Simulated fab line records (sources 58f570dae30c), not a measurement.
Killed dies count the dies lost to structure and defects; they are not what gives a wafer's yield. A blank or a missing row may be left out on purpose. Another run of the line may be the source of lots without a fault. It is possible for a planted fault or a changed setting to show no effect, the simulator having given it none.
One fault through the eyes of 2 desks | flow berkeleyCmos170 | each desk has only its own numbers; what lay behind them comes last

## THE TOOL OWNER'S DESK: implanter-03
The tool's own readings at UCB170_NSD_IMPLANT_08: means of the sampled wafers that have a number, for each lot that ran on this tool. A lot is out of limits, marked OUT, if its mean lies more than 4 standard deviations from the usual mean; the brackets give that distance.
Columns: A = beamOnS at UCB170_NSD_IMPLANT_08, usual 10.02 s; B = doseIonsCm2 at UCB170_NSD_IMPLANT_08, usual 2.9998e+15; C = faradayCurrentUA at UCB170_NSD_IMPLANT_08, usual 9236
lot  | first seen here | A               | B                            | C
L611 | day 6 14:25     | 9.87            | 3.0011e+15                   | 9383
L618 | day 7 19:58     | 9.91            | 2.9955e+15                   | 9345
L617 | day 7 21:17     | 10.08           | 2.9981e+15                   | 9195
L620 | day 8 08:38     | 10.13           | 3.0047e+15                   | 9164
L624 | day 9 09:08     | 14.94 (+27) OUT | 5.5071e+15 (+99 or more) OUT | 11359 (+12) OUT
L627 | day 9 15:25     | 14.84 (+27) OUT | 5.5086e+15 (+99 or more) OUT | 11425 (+13) OUT
This desk finds L624, L627 out of limits, L624 being first, at day 9 09:08 (beamOnS at UCB170_NSD_IMPLANT_08). In limits: L611, L618, L617, L620.

## METROLOGY DESK
Means of the sampled wafers that have a number, per lot and without regard to the tool the lot ran on: this is what the gauges read. A lot is out of limits, marked OUT, if its mean lies more than 4 standard deviations from the usual mean; the brackets give that distance.
Columns: A = NLDD_TW at UCB170_NLDD_TW_MEAS_11, usual 2239; B = NSD_TW at UCB170_NSD_TW_MEAS_10, usual 4227; C = NSD_RS at UCB170_SDANNEAL_RS_MEAS_03, usual 37.30 ohm/sq
lot  | first seen here | A    | B               | C
L611 | day 6 04:26     | 2241 | 4185            | 37.43
L612 | day 6 18:01     | 2220 | 4213            | 37.30
L618 | day 7 12:23     | 2225 | 4205            | 37.46
L617 | day 7 12:41     | 2245 | 4197            | 37.20
L614 | day 7 13:12     | 2261 | 4237            | 37.26
L616 | day 7 13:25     | 2241 | 4281            | 37.40
L621 | day 8 00:47     | 2229 | 4217            | 37.29
L620 | day 8 00:59     | 2217 | 4277            | 37.32
L622 | day 8 05:20     | 2264 | 4201            | 37.43
L624 | day 8 22:11     | 2225 | 4449 (+6.0) OUT | 30.64 (-68) OUT
L627 | day 9 08:11     | 2258 | 4440 (+5.8) OUT | 30.59 (-68) OUT
L626 | day 9 09:29     | 2217 | 4227            | 37.25
L630 | day 9 21:19     | 2215 | 4218            | 37.26
L633 | day 10 16:37    | 2204 | 4298            | 37.32
This desk finds L624, L627 out of limits, with the earliest case on L624 at day 9 09:22 (NSD_TW at UCB170_NSD_TW_MEAS_10). In limits: L611, L612, L618, L617, L614, L616, L621, L620, L622, L626, L630, L633.

## PUT TOGETHER
The tool owner's desk had the chance to raise an alarm at day 9 09:08 on L624, L627.
L624, L627 would have let the metrology desk raise an alarm at day 9 09:22.
Every lot named ran UCB170_NSD_IMPLANT_08 on implanter-03.

## WHAT THE SIMULATOR HAD PUT IN
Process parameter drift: implanter-03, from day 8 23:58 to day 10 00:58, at UCB170_NSD_IMPLANT_08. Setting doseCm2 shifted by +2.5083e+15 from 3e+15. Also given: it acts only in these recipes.
Lots struck among those shown: L624, L627.
Delay (hours) between the fault's onset and each desk's first out-of-limits reading: 9 at the tool owner's desk, 9 at the metrology desk.
